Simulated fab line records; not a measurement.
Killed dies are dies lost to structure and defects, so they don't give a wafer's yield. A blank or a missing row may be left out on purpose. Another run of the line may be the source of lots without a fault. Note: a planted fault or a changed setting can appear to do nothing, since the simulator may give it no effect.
Which of the tools did it? | flow berkeley_cmos170 | 13 lots with 39 wafers sampled at 5 steps, on a route of 331 steps

## WHAT THE GAUGES READ, wafer by wafer
UCB170_M2_THK_MEAS_03: measures by xrf.
lot  | measured     | on            | M2_AL_THK (nm)
L619 | day 6 17:59  | film_metro-03 | 926 933 921
L621 | day 7 22:41  | film_metro-03 | 938 939 940
L622 | day 7 23:55  | film_metro-03 | 922 927 924
L623 | day 8 00:09  | film_metro-03 | 947 927 925
L625 | day 8 19:18  | film_metro-01 | 934 931 932
L624 | day 9 02:04  | film_metro-04 | 938 938 935
L626 | day 9 06:17  | film_metro-03 | 931 927 938
L628 | day 9 06:24  | film_metro-04 | 926 923 927
L629 | day 9 19:41  | film_metro-01 | 919 951 947
L630 | day 9 22:21  | film_metro-01 | 949 932 948
L631 | day 10 10:31 | film_metro-01 | 925 933 928
L638 | day 11 11:47 | film_metro-03 | 942 936 941
L642 | day 11 17:55 | film_metro-04 | 931 921 918

UCB170_M2_CD_MEAS_15 targets a cd of 700 nm.
lot  | measured     | on        | cd_nm (nm)
L619 | day 6 20:26  | cd_sem-01 | 703.7 702.2 702.3
L621 | day 8 01:39  | cd_sem-02 | 701.7 701.8 702.6
L622 | day 8 02:17  | cd_sem-02 | 698.7 697.4 699.2
L623 | day 8 01:57  | cd_sem-02 | 700.3 701.3 700.5
L625 | day 8 21:38  | cd_sem-01 | 702.6 704.2 704.1
L624 | day 9 06:12  | cd_sem-02 | 699.8 700.0 700.4
L626 | day 9 08:18  | cd_sem-02 | 701.3 699.8 701.1
L628 | day 9 08:34  | cd_sem-01 | 700.4 699.3 699.6
L629 | day 9 22:04  | cd_sem-01 | 700.0 698.1 700.6
L630 | day 10 02:02 | cd_sem-01 | 698.2 697.2 697.9
L631 | day 10 12:38 | cd_sem-01 | 698.5 697.7 697.0
L638 | day 11 13:54 | cd_sem-01 | 690.7 691.7 686.7
L642 | day 11 21:31 | cd_sem-02 | 698.2 698.2 698.7

UCB170_V2_BOW_MEAS_03.
lot  | measured     | on            | V2_BOW (um)
L619 | day 6 21:34  | film_metro-02 | 35 30 36
L621 | day 8 02:47  | film_metro-04 | 34 40 39
L622 | day 8 03:35  | film_metro-01 | 41 34 47
L623 | day 8 03:23  | film_metro-04 | 36 36 31
L625 | day 8 22:46  | film_metro-02 | 45 32 27
L624 | day 9 07:31  | film_metro-01 | 38 30 41
L626 | day 9 09:29  | film_metro-01 | 28 38 31
L628 | day 9 09:51  | film_metro-04 | 33 36 51
L629 | day 9 23:11  | film_metro-04 | 39 46 40
L630 | day 10 03:09 | film_metro-01 | 37 27 36
L631 | day 10 13:47 | film_metro-01 | 53 30 40
L638 | day 11 15:05 | film_metro-04 | 30 38 51
L642 | day 11 22:38 | film_metro-02 | 39 36 34

## WHICH TOOL RAN EACH LOT (tool, then ch and the chambers of the sampled wafers, then the start)
lot  | UCB170_M2_SPUTTER_01         | UCB170_M2_EXPOSE_12
L619 | pvd_sputter-03, day 6 17:47  | krf_scanner-02 ch 0, day 6 19:54
L621 | pvd_sputter-02, day 7 22:29  | krf_scanner-02 ch 0, day 8 00:56
L622 | pvd_sputter-01, day 7 23:42  | krf_scanner-01 ch 0, day 8 01:48
L623 | pvd_sputter-03, day 7 23:57  | krf_scanner-02 ch 0, day 8 01:34
L625 | pvd_sputter-01, day 8 19:06  | krf_scanner-02 ch 0, day 8 21:14
L624 | pvd_sputter-01, day 9 01:52  | krf_scanner-02 ch 0, day 9 05:12
L626 | pvd_sputter-02, day 9 06:05  | krf_scanner-01 ch 0, day 9 07:55
L628 | pvd_sputter-03, day 9 06:12  | krf_scanner-02 ch 0, day 9 08:09
L629 | pvd_sputter-03, day 9 19:29  | krf_scanner-01 ch 0, day 9 21:32
L630 | pvd_sputter-01, day 9 22:08  | krf_scanner-02 ch 0, day 10 00:37
L631 | pvd_sputter-03, day 10 10:19 | krf_scanner-02 ch 0, day 10 11:45
L638 | pvd_sputter-02, day 11 11:35 | krf_scanner-02 ch 0, day 11 13:26
L642 | pvd_sputter-03, day 11 17:40 | krf_scanner-01 ch 0, day 11 20:26
- UCB170_M2_SPUTTER_01: material Al, target thk 900 nm, time 120 s.
- UCB170_M2_EXPOSE_12: exposes mask METAL2, target cd 700 nm.

## AS READ BY THE TOOLS THEMSELVES (means over the sampled wafers that have a number; for cases with no such wafer, the mark the record gives instead)
UCB170_M2_SPUTTER_01.
lot  | tool           | throttle_valve_pct (%)
L619 | pvd_sputter-03 | 29.4
L621 | pvd_sputter-02 | 29.9
L622 | pvd_sputter-01 | 31.0
L623 | pvd_sputter-03 | 29.3
L625 | pvd_sputter-01 | 30.6
L624 | pvd_sputter-01 | 30.0
L626 | pvd_sputter-02 | 29.6
L628 | pvd_sputter-03 | 29.6
L629 | pvd_sputter-03 | 28.8
L630 | pvd_sputter-01 | 30.5
L631 | pvd_sputter-03 | 30.1
L638 | pvd_sputter-02 | 29.9
L642 | pvd_sputter-03 | 29.8

UCB170_M2_EXPOSE_12.
lot  | tool           | exposure_dose_mJ_cm2 | focus_offset_nm (nm)
L619 | krf_scanner-02 | 26.034               | 0.2
L621 | krf_scanner-02 | 26.018               | 0.1
L622 | krf_scanner-01 | 26.018               | -0.8
L623 | krf_scanner-02 | 25.971               | -0.2
L625 | krf_scanner-02 | 25.967               | 0.3
L624 | krf_scanner-02 | 25.987               | -0.1
L626 | krf_scanner-01 | 25.998               | -0.5
L628 | krf_scanner-02 | 25.984               | -0.2
L629 | krf_scanner-01 | 26.001               | 0.5
L630 | krf_scanner-02 | 26.012               | -0.3
L631 | krf_scanner-02 | 26.015               | 0.2
L638 | krf_scanner-02 | 25.635               | -0.4
L642 | krf_scanner-01 | 26.000               | 0.2

## THE ANSWER, worked out from the rows above alone
Rule: usual is defined by the lots themselves. The widest of any qualifying gaps counts: lots, ordered by their means at a reading, are off when they make up no more than a third of the lots, leave a main group of 4 or more, and stand apart from it by 3 or more times the standard deviation of that group's means. The tables above print the reading to a certain number of digits; a main group whose means all agree to those digits is not used. Also off: a lot with no number at a reading for which 4 or more lots have one. All remaining lots with rows at the step are treated as sound. Order of review: gauges by route order, followed by the tools' own readings, for which a lot's mean as printed above is used. The first step at which some lot is off is used, and at that step the reading that is off furthest; a lot without a number counts as furthest.
Off: L638 (UCB170_M2_CD_MEAS_15, cd_nm). Mean 700.1 nm and standard deviation 1.9 in the main group.
If a tool, at a process step before that reading, ran all the lots that are off and no sound lot after the first of them, it fits. The gauges at UCB170_M2_CD_MEAS_15 aren't tried: what is off there is off at UCB170_M2_EXPOSE_12 too, on other tools, and a gauge's error can't cause that. Can't be told from this: 2 tools fit, pvd_sputter-02 at UCB170_M2_SPUTTER_01, krf_scanner-02 at UCB170_M2_EXPOSE_12.

## WHAT WAS PUT IN BY THE SIMULATOR
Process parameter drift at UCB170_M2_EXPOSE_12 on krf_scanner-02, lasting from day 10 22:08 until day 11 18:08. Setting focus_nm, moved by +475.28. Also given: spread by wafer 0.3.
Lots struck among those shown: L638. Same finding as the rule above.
